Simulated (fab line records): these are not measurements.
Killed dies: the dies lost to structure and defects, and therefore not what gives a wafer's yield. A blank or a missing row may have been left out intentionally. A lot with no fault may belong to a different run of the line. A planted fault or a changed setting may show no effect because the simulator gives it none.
Which tool did it?    flow rit-cmos    Sampling: 14 lots, 42 wafers, 2 of 202 route steps

WHAT THE GAUGES READ, wafer by wafer
RIT_NWELL_OVL_MEAS_06. Usual: for NWELL_OVL the level is -0.1 nm and the standard deviation is 1.4.
lot   measured     on          NWELL_OVL (nm)  flag
L901  day 1 20:12  overlay-01  -0.1 0.7 -1.2   
L902  day 2 02:28  overlay-01  -0.1 -0.2 -0.4  
L903  day 2 06:49  overlay-01  0.7 -1.0 2.4    
L904  day 2 13:16  overlay-01  0.3 1.7 0.7     
L906  day 2 21:46  overlay-02  2.5 2.6 3.8     
L907  day 3 02:15  overlay-01  -2.0 -1.8 -2.1  
L911  day 3 22:08  overlay-02  0.0 -2.1 -0.8   
L912  day 4 03:19  overlay-02  -0.7 -1.1 -1.2  
L913  day 4 09:00  overlay-02  -1.1 0.1 -2.5   
L914  day 4 13:20  overlay-02  0.5 2.9 2.4     
L916  day 4 23:16  overlay-01  -2.3 -0.4 -0.9  
L918  day 5 09:14  overlay-02  0.0 0.0 1.2     
L919  day 5 15:07  overlay-01  -0.9 0.0 -0.5   
L924  day 6 15:19  overlay-02  1.5 3.1 2.5     

WHAT TOOL EACH LOT RAN ON (gives the tool, then ch and the chambers of the sampled wafers, and finally the start)
lot   RIT_NWELL_SOFTBAKE_02
L901  litho-track-02 ch 0, day 1 19:40
L902  litho-track-02 ch 0, day 2 01:49
L903  litho-track-03 ch 0, day 2 06:07
L904  litho-track-01 ch 0, day 2 12:36
L906  litho-track-03 ch 0, day 2 21:05
L907  litho-track-03 ch 0, day 3 01:40
L911  litho-track-03 ch 0, day 3 21:35
L912  litho-track-03 ch 0, day 4 02:38
L913  litho-track-01 ch 0, day 4 08:19
L914  litho-track-02 ch 0, day 4 12:47
L916  litho-track-02 ch 0, day 4 22:38
L918  litho-track-02 ch 0, day 5 08:40
L919  litho-track-02 ch 0, day 5 14:35
L924  litho-track-02 ch 0, day 6 14:44
- RIT_NWELL_SOFTBAKE_02: time 60 s.

AS READ BY THE TOOLS THEMSELVES (means over the sampled wafers that have a number; for cases with no such wafer, the mark the record gives instead)
RIT_NWELL_SOFTBAKE_02. Usual: chill-plate-temp-C 23.01 C, standard deviation 0.11; heater-power-total-W 34.56 W, standard deviation 0.047; plate-temp-C 90.01 C, standard deviation 0.14.
lot   tool            chill-plate-temp-C (C)  heater-power-total-W (W)  plate-temp-C (C)  flag
L901  litho-track-02  22.92                   34.56                     89.95             
L902  litho-track-02  22.99                   34.48                     89.94             
L903  litho-track-03  22.96                   34.54                     90.10             
L904  litho-track-01  23.00                   34.59                     89.95             
L906  litho-track-03  23.11                   34.59                     89.97             
L907  litho-track-03  23.05                   34.51                     89.91             
L911  litho-track-03  23.00                   33.28                     87.42             OFF
L912  litho-track-03  22.99                   33.31                     87.74             OFF
L913  litho-track-01  22.86                   34.55                     89.91             
L914  litho-track-02  23.18                   34.54                     90.02             
L916  litho-track-02  22.90                   34.53                     90.15             
L918  litho-track-02  23.05                   34.53                     89.98             
L919  litho-track-02  22.88                   34.52                     90.01             
L924  litho-track-02  22.88                   34.61                     90.17             

THE ANSWER, worked out from the rows above alone
Rule: a lot counts as off when the mean over its wafers that have a number is more than 3 standard deviations away from the usual mean. A lot without any number at a reading at which 4 lots or more have one is off too. All remaining lots with rows at the step are treated as sound. The gauges are gone through in route order, then the tools' own readings, and for those a lot's mean is taken as printed above. The first step at which some lot is off is used, and at that step the reading that is off furthest; a lot without a number counts as furthest.
Off: L911, L912 (RIT_NWELL_SOFTBAKE_02, heater-power-total-W).
If a tool, at that step or one of the process steps before it, ran each lot that is off and ran no sound lot following the first of them, it fits. One fits: RIT_NWELL_SOFTBAKE_02 on litho-track-03. Its last sound lot is L907 (day 3 01:40), its first lot that is off L911 (day 3 21:35): a fault that began between those two fits.
The tool's own readings at RIT_NWELL_SOFTBAKE_02 bear it out: on the lots that are off they differ by more than 5 times the standard deviation of the sound lots' means. heater-power-total-W reads 33.30 W there against 34.55 W on the sound lots; plate-temp-C reads 87.58 C there against 90.00 C on the sound lots.

WHAT THE SIMULATOR PUT IN
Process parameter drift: litho-track-03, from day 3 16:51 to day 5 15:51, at RIT_NWELL_SOFTBAKE_02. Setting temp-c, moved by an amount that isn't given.
Struck lots among those shown: L911, L912. The rule above found the same.
